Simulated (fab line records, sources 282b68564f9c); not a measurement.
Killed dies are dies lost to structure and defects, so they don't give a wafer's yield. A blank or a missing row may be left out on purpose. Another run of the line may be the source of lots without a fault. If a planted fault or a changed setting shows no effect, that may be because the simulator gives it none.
One fault seen from 2 desks    flow rit cmos    each desk has only its own numbers; what lay behind them comes last

## AT THE TOOL OWNER'S DESK: rie diel-03
The tool's own readings at RIT_CONTACT_ETCH_11 (etches SiO2 in CHF3/CF4/Ar, stops on TiSi2, target depth 480 nm, time 320 s): means of the sampled wafers that have a number, for each lot that ran on this tool. Marked OUT: a lot whose mean sits more than 4 standard deviations from the usual mean, which makes it out of limits; the brackets give that distance.
Columns: A = CHF3_flow_sccm at RIT_CONTACT_ETCH_11, usual 50.00 sccm; B = drypump motor current A at RIT_CONTACT_ETCH_11, usual 5.8 A; C = oes product au at RIT_CONTACT_ETCH_11, usual 0.995 a.u.; D = rf fwd power W at RIT_CONTACT_ETCH_11, usual 199.6 W; E = throttle valve pct at RIT_CONTACT_ETCH_11, usual 8.90 %
lot   first seen here  A      B    C      D                E
L774  day 3 07:10      49.78  5.6  0.969  200.2            8.72
L777  day 4 01:42      49.89  5.6  0.968  199.9            8.72
L779  day 4 09:31      49.96  5.8  0.991  199.3            8.85
L781  day 5 02:29      49.95  5.8  0.990  199.6            8.83
L784  day 5 12:32      49.97  5.8  0.991  172.7 (-43) OUT  8.83
L789  day 6 13:20      49.95  5.8  0.992  172.8 (-43) OUT  8.83
This desk's finding: out of limits on L784, L789; first on L784, day 5 12:32 (rf fwd power W at RIT_CONTACT_ETCH_11). L774, L777, L779, L781 stayed within limits.

## FROM THE METROLOGY DESK
What the gauges read, lot by lot, whatever tool the lot ran on: means of the sampled wafers that have a number. Marked OUT: a lot whose mean sits more than 4 standard deviations from the usual mean, which makes it out of limits; the brackets give that distance.
Columns: A = GATE_OXIDE_THK at RIT_GATE_THK_MEAS_07, usual 3.02 nm; B = cd nm at RIT_CONTACT_CD_MEAS_08, usual 1000.1 nm
lot   first seen here  A     B
L774  day 2 12:31      3.17  1001.2
L776  day 3 01:30      3.03  999.3
L777  day 3 04:56      2.85  1002.9
L778  day 3 09:09      3.02  1004.2
L779  day 3 15:39      3.01  1001.3
L781  day 4 07:36      3.02  1000.5
L782  day 4 09:31      2.99  1000.5
L784  day 4 17:58      3.06  1000.8
L785  day 4 23:17      2.97  998.8
L786  day 5 02:32      3.08  999.5
L789  day 5 19:04      3.11  997.2
L795  day 6 20:32      2.99  1002.1
L796  day 7 05:18      2.95  998.8
L797  day 7 09:08      3.05  997.7
Result from this desk: across the 14 lots, nothing is out of limits.

## PUT TOGETHER
The tool owner's desk had the chance to raise an alarm at day 5 12:32 on L784, L789.
At the metrology desk, nothing out of limits was observed.
The metrology desk holds a record of L784, L789, inside its limits.
Of the lots named, all ran RIT_CONTACT_ETCH_11 on rie diel-03.

## WHAT WAS PUT IN BY THE SIMULATOR
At RIT_CONTACT_ETCH_11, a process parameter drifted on rie diel-03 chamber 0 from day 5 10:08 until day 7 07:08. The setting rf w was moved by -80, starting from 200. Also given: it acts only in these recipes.
Shown lots that were struck: L784, L789.
Hours from the fault's start to each desk's first reading out of limits: the tool owner's desk, 2.
